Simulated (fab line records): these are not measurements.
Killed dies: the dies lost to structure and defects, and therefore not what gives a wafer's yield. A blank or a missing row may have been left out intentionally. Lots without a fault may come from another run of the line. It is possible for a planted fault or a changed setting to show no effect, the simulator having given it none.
A lot that was struck, set against a sound lot | flow ritCmos | 17 steps out of a route of 202
Sound: the wafers L902.2, L902.4, L902.6. Struck: wafers L907.1, L907.3, L907.4. Last of all comes the cause.
For every step that has rows: the tool of each side, followed by ch and its chambers, followed by its first start. Under that, the readings that differ: sound wafers | struck wafers | difference of the means | sigmas: that difference in standard deviations of wafers without a fault.
alike: same words and numbers on both sides, and readings whose means sit less than 2 such deviations apart. not compared: any withheld reading, any reading some wafer has no value for, any bound like >300 that may hide the same value, and any number with overlapping values for which the record gives no deviation.
Wherever a step has rows on one side only, a row that says differs or no value, or a row with sigmas, the two part there. Numbers that don't overlap but have no deviation are shown without sigmas and don't part them. A reading that every wafer of one side lacks parts them only if that side has two wafers or more.

RIT_M1_SPUTTER_00: material Al, target thk 400 nm, time 500 s.
  sound: pvdSputter-03 at day 6 22:55; struck: pvdSputter-01 at day 7 19:33
  alike: throttleValvePct
RIT_M1_RS_MEAS_01: the measuring method here is four-point-probe.
  sound: filmMetro-04 at day 6 23:14; struck: filmMetro-04 at day 7 19:50
  alike: M1_AL_RS
RIT_M1_THK_MEAS_02: measures by xrf.
  sound: filmMetro-04 at day 6 23:21; struck: filmMetro-04 at day 7 19:58
  alike: M1_AL_THK
then, 6 steps without rows for these wafers: RIT_M1_HMDS_03 (prime time 60 s); RIT_M1_COAT_04 (resist thk 1283 nm); RIT_M1_SOFTBAKE_05 (time 60 s); RIT_M1_EXPOSE_06 (exposes mask M12, target cd 2600 nm); RIT_M1_PEB_07; RIT_M1_DEVELOP_08 (develop time 68 s).
RIT_M1_CD_MEAS_09: the cd target is 2600 nm.
  sound: cdSem-01 at day 7 00:18; struck: cdSem-01 at day 7 20:57
  alike: cdNm
RIT_M1_OVL_MEAS_10:
  sound: overlay-02 at day 7 00:24; struck: overlay-02 at day 7 21:04
  alike: M1_OVL
then, 1 step without rows for these wafers: RIT_M1_HARDBAKE_11 (time 120 s).
RIT_M1_METAL_ETCH_12: etches Al in Cl2/BCl3, stops on SiO2, time 165 s, target depth 600 nm.
  sound on rieMetal-01 ch 1, day 7 00:41; struck on rieMetal-01 ch 0,1, day 7 21:21
reading                                | sound             | struck                  | difference | sigmas
oesProductAu (a.u.)                    | 0.767 0.769 0.760 | 0.708 0.710 0.675       | -0.068     | -6
overEtchFrac                           | 0.5 0.5 0.5       | 0.81159 0.81159 0.81159 | +0.31159   | 
model.NOVOLAK_of_M1_COAT_04.thkNm (nm) | 800.6 799.5 797.9 | 717.1 719.1 731.7       | -76.7      | 
  alike: bcl3FlowSccm, drypumpMotorCurrentA, throttleValvePct
  not compared: rfHoursCounterH
then, 1 step without rows for these wafers: RIT_M1_STRIP_13 (strips in nmp, time 600 s).
RIT_M1_STRIP_14: strips in O2, time 180 s.
  sound on plasmaAsher-01 ch 0,1, day 7 01:01; struck on plasmaAsher-01 ch 0,1, day 7 21:43
  alike: drypumpMotorCurrentA, o2FlowSccm
  not compared: rfHoursCounterH
RIT_M1_CD_MEAS_90: the cd target is 2600 nm.
  sound: cdSem-02 at day 7 01:13; struck: cdSem-01 at day 7 22:10
reading   | sound                | struck               | difference | sigmas
cdNm (nm) | 2597.1 2601.3 2599.9 | 2591.7 2594.9 2594.6 | -5.7       | -2
  not compared: hold
RIT_M1_PROBE_99:
  sound: prober-01 at day 7 03:04; struck: prober-02 at day 8 01:10
reading                            | sound                      | struck | difference                    | sigmas
model.etest.antennaM1.vtShiftV (V) | -0.01411 -0.01173 -0.01212 | - - -  | no value on the struck wafers | 
  alike: defectLimitedYield, killed_at_M0_to_M3, killedAtFrontEnd, killedDies, killedOpen, killedShort, sort_bin_3_pad_short, sort_bin_5_function, sort_bin_6_memory, sortNPass, sortYieldPct

WHERE THEY PART
Earliest at RIT_M1_METAL_ETCH_12; latest, in this record, at RIT_M1_PROBE_99.

WHY: what the simulator had put in
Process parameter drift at RIT_M1_METAL_ETCH_12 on rieMetal-01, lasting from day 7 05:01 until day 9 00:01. From 0.5, the setting overEtchFrac moved by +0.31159.
